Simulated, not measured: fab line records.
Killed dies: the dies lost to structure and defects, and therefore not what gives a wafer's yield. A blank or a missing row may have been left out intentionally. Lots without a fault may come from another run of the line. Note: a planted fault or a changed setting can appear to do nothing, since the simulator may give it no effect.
Which tool did it? | flow berkeley-cmos170 | 14 lots, 38 wafers sampled, at 3 steps of a route of 331

## WHAT THE GAUGES SHOWED, per wafer
UCB170_CONTACT_OVL_MEAS_16. Usual: for CONTACT_OVL the level is 3 nm and the standard deviation is 5.4.
lot  | measured     | on         | CONTACT_OVL (nm) | flag
L238 | day 8 01:56  | overlay-01 | 2 6 -5           |
L237 | day 8 02:14  | overlay-01 | 7 9 11           |
L236 | day 8 03:27  | overlay-01 | -2 5 -3          |
L239 | day 8 14:32  | overlay-01 | 5 8 4            |
L244 | day 9 18:09  | overlay-02 | 6 4 6            |
L243 | day 9 19:57  | overlay-01 | -6 9 3           |
L242 | day 9 20:11  | overlay-02 | -2 3 1           |
L247 | day 10 22:43 | overlay-02 | 0                |
L250 | day 11 01:09 | overlay-01 | 11 0 9           |
L248 | day 11 01:25 | overlay-02 | 4                |
L253 | day 12 00:12 | overlay-02 | 8 7 1            |
L255 | day 12 13:17 | overlay-01 | -2 6 4           |
L257 | day 13 00:22 | overlay-01 | -15 -7 -16       |
L259 | day 13 09:20 | overlay-02 | 13 6 11          |

## WHICH TOOL RAN EACH LOT (tool, then ch and the chambers of the sampled wafers, then the start)
lot  | UCB170_BACKSIDE_STRIP_03             | UCB170_SILICIDE_SPUTTER_01
L238 | plasma-asher-02 ch 0,1, day 7 20:28  | pvd-sputter-03, day 7 21:25
L237 | plasma-asher-01 ch 0,1, day 7 20:35  | pvd-sputter-04, day 7 21:34
L236 | plasma-asher-02 ch 1, day 7 20:51    | pvd-sputter-02, day 7 21:54
L239 | plasma-asher-01 ch 1, day 8 05:17    | pvd-sputter-03, day 8 07:15
L244 | plasma-asher-03 ch 0,1, day 9 13:00  | pvd-sputter-04, day 9 13:56
L243 | plasma-asher-01 ch 0, day 9 13:19    | pvd-sputter-03, day 9 14:16
L242 | plasma-asher-02 ch 0,1, day 9 13:33  | pvd-sputter-02, day 9 14:30
L247 | plasma-asher-01 ch 0, day 10 17:22   | pvd-sputter-03, day 10 18:17
L250 | plasma-asher-02 ch 0,1, day 10 17:32 | pvd-sputter-02, day 10 18:40
L248 | plasma-asher-03 ch 1, day 10 17:36   | pvd-sputter-04, day 10 18:41
L253 | plasma-asher-02 ch 0,1, day 11 16:36 | pvd-sputter-04, day 11 17:34
L255 | plasma-asher-03 ch 1, day 12 06:32   | pvd-sputter-04, day 12 07:36
L257 | plasma-asher-03 ch 0,1, day 12 16:56 | pvd-sputter-02, day 12 17:56
L259 | plasma-asher-02 ch 0,1, day 13 03:05 | pvd-sputter-02, day 13 04:01
- UCB170_BACKSIDE_STRIP_03: strips in O2.
- UCB170_SILICIDE_SPUTTER_01: material Ti, target thk 30 nm, time 25 s.

## AS READ BY THE TOOLS THEMSELVES (means over the sampled wafers that have a number; for cases with no such wafer, the mark the record gives instead)
UCB170_BACKSIDE_STRIP_03. Usual: drypump-motor-current-A 5.6 A, standard deviation 0.5; oes-product-au 0.734 a.u., standard deviation 0.0047; strip-time-to-endpoint-s 21.98 s, standard deviation 0.067.
lot  | tool            | drypump-motor-current-A (A) | oes-product-au (a.u.) | strip-time-to-endpoint-s (s) | flag
L238 | plasma-asher-02 | 5.2                         | 0.736                 | 21.99                        |
L237 | plasma-asher-01 | 6.0                         | 0.732                 | 21.92                        |
L236 | plasma-asher-02 | 4.8                         | 0.731                 | 22.01                        |
L239 | plasma-asher-01 | 5.8                         | 0.738                 | 21.97                        |
L244 | plasma-asher-03 | 5.8                         | 0.738                 | 21.87                        |
L243 | plasma-asher-01 | 6.0                         | 0.730                 | 22.00                        |
L242 | plasma-asher-02 | 5.6                         | 0.731                 | 21.90                        |
L247 | plasma-asher-01 | 6.0                         | 0.733                 | 21.91                        |
L250 | plasma-asher-02 | 5.2                         | 0.738                 | 22.05                        |
L248 | plasma-asher-03 | 5.1                         | 0.735                 | 22.00                        |
L253 | plasma-asher-02 | 5.6                         | 0.734                 | 22.00                        |
L255 | plasma-asher-03 | 5.1                         | 0.734                 | 21.96                        |
L257 | plasma-asher-03 | 5.8                         | 0.733                 | 22.00                        |
L259 | plasma-asher-02 | 5.5                         | 0.736                 | 22.06                        |

UCB170_SILICIDE_SPUTTER_01. Usual: throttle-valve-pct 30.0 %, standard deviation 1.
lot  | tool           | throttle-valve-pct (%) | flag
L238 | pvd-sputter-03 | 30.7                   |
L237 | pvd-sputter-04 | 29.5                   |
L236 | pvd-sputter-02 | 30.1                   |
L239 | pvd-sputter-03 | 30.8                   |
L244 | pvd-sputter-04 | 29.2                   |
L243 | pvd-sputter-03 | 29.7                   |
L242 | pvd-sputter-02 | 30.0                   |
L247 | pvd-sputter-03 | 31.3                   |
L250 | pvd-sputter-02 | 29.7                   |
L248 | pvd-sputter-04 | 31.3                   |
L253 | pvd-sputter-04 | 30.5                   |
L255 | pvd-sputter-04 | 29.6                   |
L257 | pvd-sputter-02 | 29.7                   |
L259 | pvd-sputter-02 | 30.0                   |

## THE ANSWER, worked out from the rows above alone
Rule: lot off if the mean of its wafers having a number is beyond 3 standard deviations from the usual mean. A lot without any number at a reading at which 4 lots or more have one is off too. Any other lot the step has rows for is counted as sound. Order of review: gauges by route order, followed by the tools' own readings, for which a lot's mean as printed above is used. The first step at which some lot is off is used, and at that step the reading that is off furthest; a lot without a number counts as furthest.
No lot is off at any reading shown: from this, nothing can be told.

## WHAT HAD BEEN PUT IN BY THE SIMULATOR
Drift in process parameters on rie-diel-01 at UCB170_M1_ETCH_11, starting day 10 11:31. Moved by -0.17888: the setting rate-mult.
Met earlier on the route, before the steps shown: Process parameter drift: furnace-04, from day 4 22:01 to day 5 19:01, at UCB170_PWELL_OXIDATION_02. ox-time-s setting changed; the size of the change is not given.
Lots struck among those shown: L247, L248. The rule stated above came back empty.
